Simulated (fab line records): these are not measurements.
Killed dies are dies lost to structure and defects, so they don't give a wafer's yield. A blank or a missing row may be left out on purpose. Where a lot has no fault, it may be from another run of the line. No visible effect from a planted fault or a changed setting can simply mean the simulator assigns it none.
fab line records	flow rit_cmos
record: lots: 6	wafers: 18	last_day: 7
route steps=202 shown NSD@138 PSD@142 SDANNEAL@153 M1@202
lots that met no fault: taken from a fault-free run of the same line
start_h: the number of hours between the record's first day and the start of the first shown wafer of the lot	wait_h: time in hours since the lot's previous step	" identical to the entry in the row above	L1.1+2: a single row standing in for several wafers	- either no value or no given start	* or withheld: withheld	< > ~ a bound
route shown NAME@n: NAME is a module with steps in the file, n the number in the route of the first one	usual: mean/standard deviation taken from wafers without a fault	same: alike in all rows	chamber/n: place in a boat	sites: the reading at each site	_std_site: the standard deviation of these	_edge_site: outer sites' mean less inner sites'	radius_mm: how far each site lies from the wafer's centre	mask NAME#n: copy n	behind: tool/chamber where the wafer was last shaped	hold: cause of the lot's hold/its duration in hours/its outcome	device: the transistor (n, p or np) that didn't switch	end of line: the route-end tests of the same wafers	step lacking rows: just its recipe	killed: count of dies lost to structure and defects at first sort (not the wafer's yield)	map: shows each die of a wafer: x if killed, . if not, _ if none is there
set.NAME: the setting the step ran with; set.NAME@STEP: the setting that earlier step ran with	model.NAME: the simulator's own value behind a step, which no gauge read
certain route steps with their lots: each step a table, each wafer a row
services: the hour from which a tool's chamber was out of use, counted from the record's first day as start_h (under 0 if before that day), plus the number of hours and why
== steps ==
step: RIT_NSD_HARDBAKE_07
recipe: resist: NOVOLAK	temp_c: 140	time_s: 60
step: RIT_NSD_IMPLANT_08
recipe: species: P	energy_kev: 25	dose_cm2: 1e+15	tilt_deg: 7
step: RIT_NSD_STRIP_09
recipe: chemistry: O2	time_s: 180	resist: NOVOLAK	platen_temp_c: withheld	power_w: 500	pressure_mtorr: 4000	o2_flow_sccm: 4000
usual: drypump_motor_current_A: 5.9/0.6
same: time_s: 180
lot.wafer	tool	chamber	start_h	wait_h	drypump_motor_current_A	rf_hours_counter_h
L590.1	plasma_asher-01	0	53.58	0.1	6.4	40
L590.4	"	0	"	"	6.4	-
L590.5	"	0	"	"	6.3	-
L597.2	plasma_asher-04	1	84.05	0.1	5.7	30
L597.3	"	0	"	"	6.6	-
L597.5	"	0	"	"	6.6	-
L599.2	plasma_asher-01	0	96.67	0.1	6.3	45
L599.5	"	0	"	"	6.3	-
L599.6	"	1	"	"	6.4	-
L600.1	plasma_asher-04	1	98.33	0.1	5.7	31
L600.2	"	0	"	"	6.6	31
L600.4	"	0	"	"	6.6	-
L604.4	plasma_asher-02	1	116.60	0.1	5.0	-
L604.5	"	1	"	"	5.0	-
L604.6	"	0	"	"	5.3	-
L612.1	plasma_asher-02	1	157.13	0.1	5.0	52
L612.3	"	0	"	"	5.3	-
L612.4	"	1	"	"	5.0	-
step: RIT_NSD_TW_MEAS_10
usual: NSD_TW: 3129/42
lot.wafer	tool	chamber	start_h	wait_h	NSD_TW
L590.1	film_metro-01	-	53.76	0.1	3130
L590.4	"	-	"	"	3104
L590.5	"	-	"	"	3096
L597.2	film_metro-03	-	84.24	0.1	3114
L597.3	"	-	"	"	3093
L597.5	"	-	"	"	3101
L599.2	film_metro-01	-	96.86	0.1	3131
L599.5	"	-	"	"	3140
L599.6	"	-	"	"	3126
L600.1	film_metro-01	-	98.50	0.1	3129
L600.2	"	-	"	"	3148
L600.4	"	-	"	"	3119
L604.4	film_metro-03	-	116.75	0.1	3076
L604.5	"	-	"	"	3063
L604.6	"	-	"	"	3078
L612.1	film_metro-03	-	157.30	0.1	3101
L612.3	"	-	"	"	3094
L612.4	"	-	"	"	3101
step: RIT_PSD_HMDS_00
recipe: prime_time_s: 60	prime_temp_c: 140
step: RIT_PSD_COAT_01
recipe: resist: NOVOLAK	spin_rpm: 3250	resist_thk_nm: 1000
step: RIT_PSD_SOFTBAKE_02
recipe: resist: NOVOLAK	temp_c: 90	time_s: 60
step: RIT_PSD_EXPOSE_03
recipe: mask_id: M10	na: 0.57	target_cd_nm: 40900	dose_mj: 250
step: RIT_PSD_PEB_04
recipe: resist: NOVOLAK	temp_c: withheld	time_s: withheld
step: RIT_PSD_DEVELOP_05
recipe: resist: NOVOLAK	develop_time_s: 50	dev_temp_c: 23
step: RIT_PSD_OVL_MEAS_06
usual: PSD_OVL: 0.4/1.5
lot.wafer	tool	chamber	start_h	wait_h	PSD_OVL[nm]
L590.1	overlay-01	-	54.67	-	2.2
L590.4	"	-	"	"	0.9
L590.5	"	-	"	"	2.1
L597.2	overlay-02	-	85.39	-	0.1
L597.3	"	-	"	"	3.0
L597.5	"	-	"	"	1.9
L599.2	overlay-01	-	97.96	-	0.7
L599.5	"	-	"	"	0.8
L599.6	"	-	"	"	2.0
L600.1	overlay-02	-	99.41	-	-0.7
L600.2	"	-	"	"	1.2
L600.4	"	-	"	"	0.7
L604.4	overlay-02	-	117.65	-	1.4
L604.5	"	-	"	"	-0.2
L604.6	"	-	"	"	-1.8
L612.1	overlay-01	-	158.34	-	-0.6
L612.3	"	-	"	"	-0.9
L612.4	"	-	"	"	0.8
step: RIT_PSD_HARDBAKE_07
recipe: resist: NOVOLAK	temp_c: 140	time_s: 60
step: RIT_PSD_IMPLANT_08
recipe: species: BF2	energy_kev: 27	dose_cm2: 5e+15	tilt_deg: 7
usual: beam_on_s: 11.9/0.64	dose_ions_cm2: 5e+15/5.4e+12	tilt_deg: 7.000/0.019
lot.wafer	tool	chamber	start_h	wait_h	beam_on_s	dose_ions_cm2	tilt_deg
L590.1	implanter-01	0	54.86	0.1	11.3	4.994e+15	6.998
L590.4	"	0	"	"	11.3	4.997e+15	6.976
L590.5	"	0	"	"	11.2	4.999e+15	7.001
L597.2	implanter-02	0	85.71	0.1	12.2	5.003e+15	7.006
L597.3	"	0	"	"	12.2	5.005e+15	7.006
L597.5	"	0	"	"	11.7	5e+15	7.038
L599.2	implanter-02	0	98.17	0.1	16.8	7.002e+15	6.982
L599.5	"	0	"	"	17.0	7.011e+15	6.987
L599.6	"	0	"	"	17.2	7.018e+15	6.988
L600.1	implanter-02	0	99.60	0.1	17.7	7.008e+15	7.021
L600.2	"	0	"	"	16.5	7.01e+15	7.003
L600.4	"	0	"	"	16.9	7.011e+15	7.029
L604.4	implanter-03	0	117.89	0.1	12.5	4.998e+15	6.996
L604.5	"	0	"	"	12.9	5.003e+15	7.012
L604.6	"	0	"	"	13.0	4.999e+15	6.989
L612.1	implanter-01	0	158.52	0.1	11.6	5.001e+15	7.024
L612.3	"	0	"	"	11.4	4.998e+15	7.021
L612.4	"	0	"	"	11.3	5.003e+15	7.031
step: RIT_PSD_STRIP_09
recipe: chemistry: O2	time_s: 180	resist: NOVOLAK	platen_temp_c: withheld	power_w: 500	pressure_mtorr: 4000	o2_flow_sccm: 4000
usual: drypump_motor_current_A: 5.8/0.62
same: time_s: 180
lot.wafer	tool	chamber	start_h	wait_h	drypump_motor_current_A	rf_hours_counter_h
L590.1	plasma_asher-01	1	55.01	0.1	6.3	40
L590.4	"	1	"	"	6.3	-
L590.5	"	0	"	"	6.3	-
L597.2	plasma_asher-01	0	85.84	0.1	6.3	44
L597.3	"	0	"	"	6.4	-
L597.5	"	1	"	"	6.3	-
L599.2	plasma_asher-02	1	98.29	0.1	5.0	45
L599.5	"	0	"	"	5.3	-
L599.6	"	1	"	"	5.0	-
L600.1	plasma_asher-02	1	99.75	0.1	5.0	45
L600.2	"	0	"	"	5.3	45
L600.4	"	1	"	"	5.0	-
L604.4	plasma_asher-01	1	118.02	0.1	6.4	-
L604.5	"	0	"	"	6.3	-
L604.6	"	1	"	"	6.3	-
L612.1	plasma_asher-02	0	158.67	0.1	5.3	52
L612.3	"	0	"	"	5.3	-
L612.4	"	1	"	"	5.0	-
step: RIT_PSD_TW_MEAS_10
usual: PSD_TW: 3443/42
lot.wafer	tool	chamber	start_h	wait_h	PSD_TW
L590.1	film_metro-02	-	55.18	0.1	3480
L590.4	"	-	"	"	3506
L590.5	"	-	"	"	3493
L597.2	film_metro-03	-	86.02	0.1	3438
L597.3	"	-	"	"	3407
L597.5	"	-	"	"	3436
L599.2	film_metro-03	-	98.48	0.1	3465
L599.5	"	-	"	"	3469
L599.6	"	-	"	"	3464
L600.1	film_metro-01	-	99.92	0.1	3530
L600.2	"	-	"	"	3511
L600.4	"	-	"	"	3513
L604.4	film_metro-01	-	118.17	0.1	3400
L604.5	"	-	"	"	3437
L604.6	"	-	"	"	3445
L612.1	film_metro-03	-	158.85	0.1	3412
L612.3	"	-	"	"	3418
L612.4	"	-	"	"	3408
step: RIT_SDANNEAL_CLEAN_00
recipe: chemistry: SC1	mix: 3:3:50	time_s: 600	temp_c: 75
step: RIT_SDANNEAL_CLEAN_01
recipe: chemistry: dHF	dilution: 50:1	time_s: 30
step: RIT_SDANNEAL_CLEAN_02
recipe: chemistry: SC2	mix: 3:3:50	time_s: 600	temp_c: 75	dry: n2_spin
step: RIT_SDANNEAL_RTA_03
recipe: temp_c: 1050	time_s: 5	idle_temp_c: 600	ramp_up_c_per_s: 342	ramp_down_c_per_s: 171	cool_to_c: 600	ambient: N2
usual: wafer_temp_C_max: 1053.5/1.1
same: time_s: 5
lot.wafer	tool	chamber	start_h	wait_h	wafer_temp_C_max
L590.1	rtp_anneal-01	0	55.66	0.0	1054.8
L590.4	"	0	"	"	1052.3
L590.5	"	0	"	"	1052.5
L597.2	rtp_anneal-01	0	86.48	0.0	1055.0
L597.3	"	0	"	"	1053.4
L597.5	"	0	"	"	1051.7
L599.2	rtp_anneal-01	0	98.95	0.0	1054.1
L599.5	"	0	"	"	1052.5
L599.6	"	0	"	"	1052.7
L600.1	rtp_anneal-02	0	100.38	0.0	1056.7
L600.2	"	0	"	"	1052.6
L600.4	"	0	"	"	1057.5
L604.4	rtp_anneal-02	0	118.60	0.0	1053.1
L604.5	"	0	"	"	1052.5
L604.6	"	0	"	"	1052.0
L612.1	rtp_anneal-02	0	159.27	0.0	1054.3
L612.3	"	0	"	"	1051.5
L612.4	"	0	"	"	1053.5
step: RIT_SDANNEAL_RS_MEAS_04
recipe: thk_meas_gauge: four-point-probe
usual: PSD_RS: 115.9/0.32
lot.wafer	tool	chamber	start_h	wait_h	hold	PSD_RS[ohm/sq]
L590.1	film_metro-01	-	55.72	0.0	-	115.9
L590.4	"	-	"	"	-	115.9
L590.5	"	-	"	"	-	115.7
L597.2	film_metro-02	-	86.55	0.1	-	115.5
L597.3	"	-	"	"	-	115.9
L597.5	"	-	"	"	-	115.9
L599.2	film_metro-03	-	99.02	0.1	await_dispo/0.2h/release	112.2
L599.5	"	-	"	"	await_dispo/0.2h/release	112.0
L599.6	"	-	"	"	await_dispo/0.2h/release	111.8
L599.2	film_metro-03	-	99.38	0.3	-	111.9
L599.5	"	-	"	"	-	112.1
L599.6	"	-	"	"	-	112.0
L600.1	film_metro-01	-	100.44	0.0	await_dispo/0.2h/release	111.8
L600.2	"	-	"	"	await_dispo/0.2h/release	112.2
L600.4	"	-	"	"	await_dispo/0.2h/release	112.0
L600.1	film_metro-01	-	100.80	0.3	-	111.9
L600.2	"	-	"	"	-	112.2
L600.4	"	-	"	"	-	112.0
L604.4	film_metro-01	-	118.69	0.1	-	115.7
L604.5	"	-	"	"	-	115.7
L604.6	"	-	"	"	-	115.6
L612.1	film_metro-03	-	159.33	0.0	-	116.1
L612.3	"	-	"	"	-	116.1
L612.4	"	-	"	"	-	116.3
step: RIT_SDANNEAL_RS_MEAS_05
recipe: thk_meas_gauge: four-point-probe
usual: NSD_RS: 84.56/0.23
lot.wafer	tool	chamber	start_h	wait_h	hold	NSD_RS[ohm/sq]
L590.1	film_metro-01	-	55.84	0.1	-	83.97
L590.4	"	-	"	"	-	84.30
L590.5	"	-	"	"	-	84.11
L597.2	film_metro-02	-	86.67	0.1	-	84.41
L597.3	"	-	"	"	-	84.45
L597.5	"	-	"	"	-	84.59
L599.2	film_metro-03	-	100.88	1.5	await_dispo/1.4h/release	84.72
L599.5	"	-	"	"	await_dispo/1.4h/release	84.48
L599.6	"	-	"	"	await_dispo/1.4h/release	84.79
L600.1	film_metro-01	-	104.60	3.8	await_dispo/3.7h/release	84.68
L600.2	"	-	"	"	await_dispo/3.7h/release	84.76
L600.4	"	-	"	"	await_dispo/3.7h/release	84.86
L604.4	film_metro-01	-	118.81	0.1	-	84.84
L604.5	"	-	"	"	-	84.79
L604.6	"	-	"	"	-	84.73
L612.1	film_metro-03	-	159.45	0.1	-	84.76
L612.3	"	-	"	"	-	84.91
L612.4	"	-	"	"	-	85.03
step: RIT_M1_PROBE_99
usual: killed_at_M0_to_M3: 0.0/0.14	killed_at_front_end: 7/3	killed_dies: 8/3	killed_open: 3.7/2	killed_short: 3.8/2.1
same: gross_dies: 264	killed_at_M4_up: 0	killed_at_back_side: 0	killed_at_contacts: 0	killed_at_other: 0
lot.wafer	tool	chamber	start_h	wait_h	killed_at_M0_to_M3	killed_at_front_end	killed_dies	killed_open	killed_short
L597.2	prober-02	-	93.97	0.1	0	7	7	4	3
L597.3	prober-02	-	94.02	0.2	0	5	5	4	1
L597.5	prober-02	-	94.12	0.2	0	5	5	3	2
L599.2	prober-02	-	109.30	0.1	0	7	7	4	3
L599.5	prober-02	-	109.45	0.2	0	10	10	6	4
L599.6	prober-02	-	109.50	0.2	0	10	10	3	7
L600.1	prober-01	-	112.50	0.1	0	6	6	2	4
L600.2	prober-01	-	112.55	0.1	0	13	13	7	6
L600.4	prober-01	-	112.65	0.2	0	4	4	1	3
L604.4	prober-01	-	126.12	0.2	0	5	5	4	1
L604.5	prober-01	-	126.17	0.2	0	5	5	4	1
L604.6	prober-01	-	126.22	0.2	1	3	4	2	1
killed by level:class
L597.2 FOX1:geometric_particle:short=1 FOX1:geometric_particle:open=1 GATE:geometric_particle:open=1 GATE:geometric_particle:short=1 REOX:geometric_particle:open=1 SPACER:geometric_particle:open=1 SILICIDE:geometric_particle:short=1
L597.3 SPACER:geometric_particle:open=2 REOX:geometric_particle:open=1 SPACER:geometric_particle:short=1 SILICIDE:geometric_particle:open=1
L597.5 FOX1:geometric_particle:open=2 FOX1:geometric_particle:short=1 GATE:geometric_particle:short=1 REOX:geometric_particle:open=1
L599.2 GATE:geometric_particle:open=3 GATE:geometric_particle:short=2 SPACER:geometric_particle:open=1 SPACER:geometric_particle:short=1
L599.5 GATE:geometric_particle:open=3 SPACER:geometric_particle:short=2 ACTIVE:geometric_particle:open=1 FOX1:geometric_particle:open=1 FOX2:geometric_particle:short=1 GATE:geometric_particle:short=1 SPACER:geometric_particle:open=1
L599.6 SPACER:geometric_particle:short=4 FOX2:geometric_particle:open=1 GATE:geometric_particle:short=1 REOX:geometric_particle:open=1 REOX:geometric_particle:short=1 SPACER:geometric_particle:open=1 SILICIDE:geometric_particle:short=1
L600.1 SILICIDE:geometric_particle:short=3 GATE:geometric_particle:short=1 REOX:geometric_particle:open=1 SILICIDE:geometric_particle:open=1
L600.2 FOX2:geometric_particle:open=2 GATE:geometric_particle:short=2 GATE:geometric_particle:open=2 SILICIDE:geometric_particle:open=2 SILICIDE:geometric_particle:short=2 FOX1:geometric_particle:short=1 REOX:geometric_particle:short=1 REOX:geometric_particle:open=1
L600.4 SPACER:geometric_particle:short=2 FOX1:geometric_particle:open=1 FOX2:geometric_particle:short=1
L604.4 SPACER:geometric_particle:open=2 FOX1:geometric_particle:short=1 FOX1:geometric_particle:open=1 GATE:geometric_particle:open=1
L604.5 FOX1:geometric_particle:open=3 REOX:geometric_particle:short=1 SPACER:geometric_particle:open=1
L604.6 GATE:geometric_particle:short=1 GATE:geometric_particle:open=1 SPACER:geometric_particle:open=1 M1:coat_microbubble_printed=1
== services ==
tool	chamber	start_h	hours	kind
implanter-02	-	61.10	4.6	pm
implanter-01	-	84.15	3.2	repair
plasma_asher-01	0	117.75	-	clean
plasma_asher-01	1	117.75	-	clean
plasma_asher-02	-	147.75	0.7	repair
implanter-02	-	148.79	4.7	repair
== key ==
first_sign: step: RIT_PSD_IMPLANT_08	reading: dose_ions_cm2	direction: up	sigmas: 99+	usual: 5e+15	struck: 7.01e+15
effect: step: RIT_PSD_IMPLANT_08	reading: beam_on_s	direction: up	sigmas: 8	usual: 11.9	struck: 17.0
effect: step: RIT_SDANNEAL_RS_MEAS_04	reading: visit	direction: added
effect: step: RIT_SDANNEAL_RS_MEAS_04	reading: PSD_RS	direction: down	sigmas: 12	usual: 115.9	struck: 112.0
met_at RIT_PSD_IMPLANT_08
struck_wafers L599.2,L599.5,L599.6,L600.1,L600.2,L600.4
tester_left_out L599,L600
onset_between 85.71 98.17
fault: kind: process_parameter_drift	tool: implanter-02	chamber: -	onset_h: 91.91	steps: RIT_PSD_IMPLANT_08	channel: dose_cm2	offset: 2.0071e+15	shape: step	end_h: 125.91	acts_in: these_recipes_only	stated: 5e+15
tester_left_out: of these lots the tester's yield and bins aren't shown, on N5 and GAA mostly nor the transistor test; their killed dies are dies lost to structure and defects alone, not to doping, threshold or leakage, so they don't give the yield
